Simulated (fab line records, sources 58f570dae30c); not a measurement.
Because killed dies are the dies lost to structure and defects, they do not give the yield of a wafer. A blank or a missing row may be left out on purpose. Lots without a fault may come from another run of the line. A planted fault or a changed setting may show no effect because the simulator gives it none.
A lot that was struck, set against a sound lot | flow berkeley_cmos170 | 14 steps out of a route of 331
Sound: wafers L392.1, L392.3, L392.4. Struck: wafers L402.4, L402.5, L402.6. The cause comes at the end.
Order at every step that has rows: each side's tool, ch and its chambers, its first start. Under that, the readings that differ: sound wafers | struck wafers | difference of the means | sigmas: that difference in standard deviations of wafers without a fault.
alike: readings with means less than 2 such deviations apart, plus words and numbers identical on both sides. not compared: withheld readings, readings lacking a value on some wafer, bounds such as >300 that could conceal the same value, and numbers that have no deviation in the record and whose values overlap.
A row with sigmas, a row that says differs or no value, or rows on one side alone: a step with any of these is where the two part. Numbers that don't overlap but have no deviation are shown without sigmas and don't part them. A reading missing from all wafers of one side parts the sides only when that side holds two or more wafers.

first, 2 steps without rows for these wafers: UCB170_PSD_PEB_04; UCB170_PSD_DEVELOP_05 (develop time 45 s).
UCB170_PSD_CD_MEAS_06: target cd 1200 nm.
  sound on cd_sem-01, day 8 05:26; struck on cd_sem-02, day 10 18:23
  alike: cd_nm
UCB170_PSD_OVL_MEAS_07:
  sound on overlay-01, day 8 05:34; struck on overlay-02, day 10 18:28
  alike: PSD_OVL
then, 1 step without rows for these wafers: UCB170_PSD_IMPLANT_08.
UCB170_PSD_STRIP_09: strips in O2.
  sound on plasma_asher-02 ch 0,1, day 8 05:45; struck on plasma_asher-01 ch 0,1, day 10 18:40
  alike: drypump_motor_current_A, oes_product_au, strip_time_to_endpoint_s
  not compared: rf_hours_counter_h
UCB170_PSD_TW_MEAS_10:
  sound on film_metro-02, day 8 05:51; struck on film_metro-02, day 10 18:46
  alike: PSD_TW
then, 5 steps without rows for these wafers: UCB170_PSD_CLEAN_11 (cleans in SPM, time 600 s); UCB170_NSD_HMDS_00 (prime time 60 s); UCB170_NSD_COAT_01 (resist thk 900 nm); UCB170_NSD_SOFTBAKE_02 (time 60 s); UCB170_NSD_EXPOSE_03 (exposes mask NSELECT MOD, target cd 1200 nm).
UCB170_NSD_PEB_04:
  sound on litho_track-03 ch 0, day 8 07:36; struck on litho_track-03, day 10 20:33
  no value came back on the struck wafers for chill_plate_temp_C (C), exhaust_pa (Pa), resist_line_temp_C (C); on the sound wafers chill_plate_temp_C (C) reads 22.92 23.06 23.11
then, 1 step without rows for these wafers: UCB170_NSD_DEVELOP_05 (develop time 45 s).

== WHERE THEY PART ==
Within this record, at UCB170_NSD_PEB_04 only.

WHY: what had been put in by the simulator
Whole step skipped at UCB170_NSD_PEB_04 on litho_track-03, starting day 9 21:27. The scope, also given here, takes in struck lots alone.
